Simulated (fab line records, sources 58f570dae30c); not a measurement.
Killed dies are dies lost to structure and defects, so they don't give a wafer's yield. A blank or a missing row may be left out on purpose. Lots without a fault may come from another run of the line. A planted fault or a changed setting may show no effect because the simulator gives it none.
Problem report in the 8D (eight disciplines) form, filled by code | flow berkeley_cmos170 | the parts of the form that need people (team, actions taken, sign-off) are left out

1. THE PROBLEM
rotation_deg at UCB170_PLDD_IMPLANT_09 reads a mean of 360.01 degrees on 9 wafers of 3 lots; wafers without a fault read 180.00 degrees with a standard deviation of 0.035. That is +99 or more standard deviations from the usual mean.
First seen on wafer L472.2, day 10 11:39, on implanter-04. The record holds 42 wafers of 14 lots with a number at this step. Rule for "out", or "out of limits": more than 4 standard deviations from the usual mean. The other wafers with a number count as sound.

2. WHAT IT IS AND WHAT IT IS NOT
question                    | is                     | is not
which readings at this step | rotation_deg           | dose_ions_cm2
which lots                  | L472, L477, L478       | L459, L460, L461, L462, L463, L464, L465, L466, L467, L480, L482
which wafers of those lots  | all that have a number | -
read on which tools         | implanter-04           | implanter-01, implanter-02
when                        | from day 10 11:39      | up to then (27 sound wafers); but 6 sound wafers of L480, L482 came after

3. SUSPECTS, AND WHAT RULES EACH OUT
Counting: a tool at a process step up to the reading stays a suspect if it ran every lot that is out and no sound lot after the first of them.
- implanter-04 at UCB170_PLDD_IMPLANT_09: kept. It ran every lot that is out, first L472 (day 10 11:39), and no sound lot after that; its last sound lot up to then is L466 (day 9 06:35). Its own readings are out on those wafers: rotation_deg.
Left after counting: implanter-04 at UCB170_PLDD_IMPLANT_09.

4. THE CAUSE (what the simulator had put in)
Process parameter drift: implanter-04, from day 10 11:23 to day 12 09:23, at UCB170_PLDD_IMPLANT_09. Setting rotation_deg, moved by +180, from 180. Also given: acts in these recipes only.
Counting left only this tool.

5. THE CHAIN OF EFFECTS, in route order
Each row: a reading whose mean over the struck wafers that have a number lies more than 3 standard deviations from the usual. Only readings for which the record gives a usual standard deviation are gone through. hours: the time from each lot's start at the first step in this table that gives one to its start at this step, as a median over the lots. sigmas: the change in usual standard deviations.
hours | step                   | reading      | usual          | on struck wafers | change  | sigmas
0     | UCB170_PLDD_IMPLANT_09 | rotation_deg | 180.00 degrees | 360.01           | +180.01 | +99 or more
The process steps in it:
- UCB170_PLDD_IMPLANT_09
Later measuring or inspecting steps at which every struck wafer that the step has a row for has a number for every such reading, and none has moved that far: UCB170_NLDD_CD_MEAS_06.

6. WHAT WOULD HAVE CAUGHT IT SOONER
In this record the first reading out of limits was taken at day 10 11:39, 0 hours after the fault began at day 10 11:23.
